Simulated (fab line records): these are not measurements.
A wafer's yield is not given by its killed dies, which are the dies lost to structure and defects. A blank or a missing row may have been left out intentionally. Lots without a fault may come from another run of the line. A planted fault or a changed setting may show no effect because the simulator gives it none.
Matching of chambers	flow berkeleyCmos170	rieDiel-01 running UCB170_PWELL_ETCH_14: 4 sister chambers
The step etches Si3N4 in CH3F/Ar/O2, stops on SiO2, target depth 242 nm, time 151 s. 8 wafers are shown with their chamber, then 7 later ones without.

## EACH WAFER AND ITS CHAMBER
wafer	chamber	throttleValvePct (%)	CH3F_flow_sccm (sccm)
L430.4	0	7.83	20.13
L430.6	0	7.84	19.99
L431.6	2	7.98	19.97
L432.3	2	7.97	19.92
L436.2	1	8.12	19.90
L436.5	3	8.16	19.99
L441.4	3	8.17	20.06
L441.5	1	8.10	20.04

## WAFERS WITHOUT THEIR CHAMBER
wafer	throttleValvePct (%)	CH3F_flow_sccm (sccm)
L441.6	7.99	19.99
L453.2	7.84	20.03
L453.3	7.99	20.17
L453.5	7.82	20.18
L452.3	7.83	20.04
L452.5	8.00	19.99
L452.6	8.17	20.03

## EACH ONE'S CHAMBER
wafer	from the rows above	in truth
L441.6	2	2
L453.2	0	0
L453.3	2	2
L453.5	0	0
L452.3	0	0
L452.5	2	2
L452.6	3	3
Correct placement for 7 of the 7. From these rows, 0 cannot be placed. Wrongly placed: 0.
How it was worked out, from the rows above alone: a wafer's distance from a chamber is the root of the sum, over the readings, of the square of ((its reading less the chamber's mean) divided by the reading's scatter). The wafer belongs to the nearest chamber; if the next one is less than 2 further off, it can't be placed. A chamber's mean is the mean of its shown wafers. How the scatter is found: for the shown wafers, subtract from each reading the mean of its chamber, square and add these, divide the total by (wafers less chambers), then take the root.
